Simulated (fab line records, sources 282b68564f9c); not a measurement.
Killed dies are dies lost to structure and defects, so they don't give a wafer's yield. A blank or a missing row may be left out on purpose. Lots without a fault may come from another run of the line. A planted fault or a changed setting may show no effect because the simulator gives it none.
Problem report in the 8D (eight disciplines) form, filled by code | flow rit_cmos | the parts of the form that need people (team, actions taken, sign-off) are left out

1. THE PROBLEM
cd_nm at RIT_GATE_CD_MEAS_16 reads a mean of 66.1 nm on 6 wafers of 2 lots; wafers without a fault read 149.2 nm with a standard deviation of 2.3. That is -36 standard deviations from the usual mean.
The step: target cd 150 nm.
First seen on wafer L204.1, day 5 10:11, on cd_sem-02. The record holds 42 wafers of 14 lots with a number at this step. Rule for "out", or "out of limits": more than 4 standard deviations from the usual mean. The other wafers with a number count as sound.

2. WHAT IT IS AND WHAT IT IS NOT
question                    | is                     | is not
which readings at this step | cd_nm                  | -
which lots                  | L204, L206             | L190, L191, L194, L196, L197, L198, L199, L200, L209, L211, L212, L213
which wafers of those lots  | all that have a number | -
read on which gauges        | cd_sem-02              | cd_sem-01
when                        | from day 5 10:11       | up to then (24 sound wafers); but 12 sound wafers of L209, L211, L212, L213 came after

3. SUSPECTS, AND WHAT RULES EACH OUT
Counting: a tool at a process step up to the reading stays a suspect if it ran every lot that is out and no sound lot after the first of them.
- the gauge at RIT_GATE_CD_MEAS_16: kept. All the wafers that are out were read on cd_sem-02, and no step on other tools shows them out.
- litho_track-02 at RIT_GATE_COAT_11 (resist thk 850 nm): kept. It ran every lot that is out, first L204 (day 5 09:22), and no sound lot after that; its last sound lot up to then is L198 (day 4 03:25).
Left after counting: litho_track-02 at RIT_GATE_COAT_11, cd_sem-02 at RIT_GATE_CD_MEAS_16.

4. THE CAUSE (what the simulator had put in)
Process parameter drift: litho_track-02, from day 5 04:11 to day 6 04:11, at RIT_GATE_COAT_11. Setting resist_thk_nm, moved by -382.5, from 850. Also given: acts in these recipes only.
Counting left 2 suspects, and this tool is among them.

5. THE CHAIN OF EFFECTS, in route order
Each row: a reading whose mean over the struck wafers that have a number lies more than 3 standard deviations from the usual. Only readings for which the record gives a usual standard deviation are gone through. hours: the time from each lot's start at the first step in this table that gives one to its start at this step, as a median over the lots. sigmas: the change in usual standard deviations.
hours | step                | reading | usual    | on struck wafers | change | sigmas
0     | RIT_GATE_CD_MEAS_16 | cd_nm   | 149.2 nm | 66.1             | -83.1  | -36

6. WHAT WOULD HAVE CAUGHT IT SOONER
In this record the first reading out of limits at a measuring or inspecting step was taken at day 5 10:11, 6 hours after the fault began at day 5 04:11.
Of the lots that are out (2), L206 began RIT_GATE_COAT_11 on litho_track-02 after day 5 10:11. A hold on the tool at that time would have spared it.
